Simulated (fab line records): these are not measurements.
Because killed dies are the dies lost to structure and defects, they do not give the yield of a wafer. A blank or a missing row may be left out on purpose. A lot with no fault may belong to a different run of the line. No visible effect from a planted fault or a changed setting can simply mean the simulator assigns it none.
A lot that was struck, set against a sound lot ; flow berkeley_cmos170 ; 15 out of 331 route steps
Sound: the wafers L105.2, L105.5, L105.6. Wafers L114.1, L114.2, L114.5 were the ones struck. The cause is named last.
Each step with rows lists, per side, the tool, then ch with its chambers, then its first start. Under that, the readings that differ: sound wafers ; struck wafers ; difference of the means ; sigmas: that difference in standard deviations of wafers without a fault.
alike: words and numbers the same on both sides, and readings whose means are apart by under 2 such deviations; not compared: readings that were withheld, readings missing a value for some wafer, numbers with overlapping values and no deviation given by the record, and bounds like >300 which may hide the same value.
A row with sigmas, a row that says differs or no value, or rows on one side alone: a step with any of these is where the two part. Non-overlapping numbers with no deviation appear without sigmas and do not part them. Lack of a reading on every wafer of one side parts them only where that side has two or more wafers.

UCB170_PWELL_THK_MEAS_03:
  sound on film_metro-04, day 3 02:36; struck on film_metro-02, day 5 09:29
  alike: PWELL_OXIDE_THK
then, 2 steps without rows for these wafers: UCB170_PWELL_ANNEAL_04 (time 900 s); UCB170_PWELL_CVD_05 (deposits Si3N4 from SiH2Cl2/NH3, target thk 220 nm, time 3300 s).
UCB170_PWELL_THK_MEAS_06:
  sound on film_metro-02, day 3 09:21; struck on film_metro-02, day 5 17:29
  alike: PWELL_NITRIDE_THK
then, 6 steps without rows for these wafers: UCB170_PWELL_HMDS_07 (prime time 60 s); UCB170_PWELL_COAT_08 (resist thk 900 nm); UCB170_PWELL_SOFTBAKE_09 (time 60 s); UCB170_PWELL_EXPOSE_10 (exposes mask PWELL, target cd 3000 nm); UCB170_PWELL_PEB_11; UCB170_PWELL_DEVELOP_12 (develop time 45 s).
UCB170_PWELL_OVL_MEAS_13:
  sound on overlay-02, day 3 10:15; struck on overlay-02, day 5 18:31
  alike: PWELL_OVL
UCB170_PWELL_ETCH_14: etches Si3N4 in CH3F/Ar/O2, stops on SiO2, target depth 242 nm, time 151 s.
  sound on rie_diel-03 ch 0,1,3, day 3 10:17; struck on rie_diel-01 ch 1,2, day 5 18:32
  alike: drypump_motor_current_A, oes_product_au, throttle_valve_pct
  not compared: rf_hours_counter_h
UCB170_PWELL_IMPLANT_15:
  sound on implanter-03 ch 0, day 3 10:24; struck on implanter-03 ch 0, day 5 18:38
reading;sound;struck;difference;sigmas
beam_energy_keV;59.981 60.009 60.001;63.561 63.582 63.572;+3.575;+99 or more
model.implant.rp_nm (nm);188 188 188;203.3 203.3 203.3;+15.3;
model.implant.drp_nm (nm);64.7 64.7 64.7;66.69 66.69 66.69;+1.99;
UCB170_PWELL_STRIP_16: strips in O2.
  sound on plasma_asher-03 ch 0,1, day 3 10:32; struck on plasma_asher-03 ch 0,1, day 5 18:47
  alike: drypump_motor_current_A, oes_product_au, strip_time_to_endpoint_s
  not compared: rf_hours_counter_h
-- the record jumps here: 5 days lie between the struck wafers' starts before and after (it left off in module PWELL and takes up again in module M3, whose first step shown is number 331 of the route) --
UCB170_M3_PROBE_99:
  rows exist in the record for the struck wafers here (prober-02, day 10 10:27), but not for the sound ones

WHERE THEY PART
At UCB170_PWELL_IMPLANT_15 first; at UCB170_M3_PROBE_99 last (within this record only).

WHY: the cause the simulator had injected
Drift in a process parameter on implanter-03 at UCB170_PWELL_IMPLANT_15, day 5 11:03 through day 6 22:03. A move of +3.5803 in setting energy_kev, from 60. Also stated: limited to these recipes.
